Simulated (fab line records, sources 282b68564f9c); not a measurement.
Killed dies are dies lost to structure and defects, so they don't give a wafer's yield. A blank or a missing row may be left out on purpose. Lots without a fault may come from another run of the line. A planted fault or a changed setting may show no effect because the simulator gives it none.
Split-lot experiment | flow rit_cmos | 5 lots, 23 wafers read, on a route of 202 steps

THE SPLIT
At RIT_REOX_OXIDATION_03 (target thk 25.2 nm, ox time 5580 s), the setting temp_c was moved away from the recipe's 900 C on 10 of the 23 wafers read, by -2.7% to +1.1%. The other wafers ran this setting at the recipe's value.

The file shows no step between the split and the reading.

THE READING
REOX_OXIDE_THK, in nm, at RIT_REOX_THK_MEAS_04. Fault-free wafers of this fab line usually give 25.34 nm, standard deviation 0.27 nm.

wafer  | tool, chamber at the split | temp_c as run, C | against the recipe | REOX_OXIDE_THK, nm | against lot-mates on the recipe
L074.1 | -, -                       | 875.4            | -2.7%              | 19.27              | no lot-mate on the recipe
L074.3 | -, -                       | 875.4            | -2.7%              | 19.74              | no lot-mate on the recipe
L074.4 | -, -                       | 875.4            | -2.7%              | 20.00              | no lot-mate on the recipe
L074.5 | -, -                       | 875.4            | -2.7%              | 19.88              | no lot-mate on the recipe
L074.6 | -, -                       | 875.4            | -2.7%              | 19.85              | no lot-mate on the recipe
L077.1 | -, -                       | 900              | recipe             | 25.46              | -
L077.2 | -, -                       | 900              | recipe             | 25.50              | -
L077.3 | -, -                       | 900              | recipe             | 25.01              | -
L077.5 | -, -                       | 900              | recipe             | 25.66              | -
L077.6 | -, -                       | 900              | recipe             | 25.56              | -
L078.1 | -, -                       | 900              | recipe             | 25.20              | -
L078.2 | -, -                       | 900              | recipe             | 25.12              | -
L078.3 | -, -                       | 900              | recipe             | 25.27              | -
L078.4 | -, -                       | 900              | recipe             | 24.96              | -
L078.5 | -, -                       | 900              | recipe             | 25.34              | -
L079.1 | furnace-02, 0              | 900              | recipe             | 25.46              | -
L079.4 | furnace-02, 0              | 900              | recipe             | 25.74              | -
L079.6 | furnace-02, 0              | 900              | recipe             | 25.20              | -
L083.1 | -, -                       | 909.8            | +1.1%              | 27.86              | no lot-mate on the recipe
L083.2 | -, -                       | 909.8            | +1.1%              | 27.65              | no lot-mate on the recipe
L083.3 | -, -                       | 909.8            | +1.1%              | 27.71              | no lot-mate on the recipe
L083.5 | -, -                       | 909.8            | +1.1%              | 28.02              | no lot-mate on the recipe
L083.6 | -, -                       | 909.8            | +1.1%              | 28.19              | no lot-mate on the recipe

THE FIT
A straight line over all 23 wafers: REOX_OXIDE_THK changes by +2.1 nm for each +1% of temp_c; r = +1.00; the points scatter about the line by 0.27 nm.
Too few moved wafers have a lot-mate on the recipe to fit a line with each lot's own level taken away.

THE WHOLE CHAIN: every reading that the file lists as answering this split, in the file's order
step                  | what it does                       | reading                                                                           | change (the file's fit)              | r (the file's)
RIT_REOX_OXIDATION_03 | target thk 25.2 nm, ox time 5580 s | SiO2_of_REOX_OXIDATION_03.thk_nm (the simulator's own value, which no gauge read) | +2.12 nm for each +1% of the setting | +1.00
RIT_REOX_THK_MEAS_04  |                                    | REOX_OXIDE_THK                                                                    | +2.1 for each +1% of the setting     | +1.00
RIT_SPACER_CLEAN_00   | cleans in SC1, time 600 s          | SiO2_of_REOX_OXIDATION_03.thk_nm (the simulator's own value, which no gauge read) | +1.97 nm for each +1% of the setting | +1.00

THE FILE'S OWN FIT
REOX_OXIDE_THK changes by +2.1 nm for each +1% of temp_c, r = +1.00.
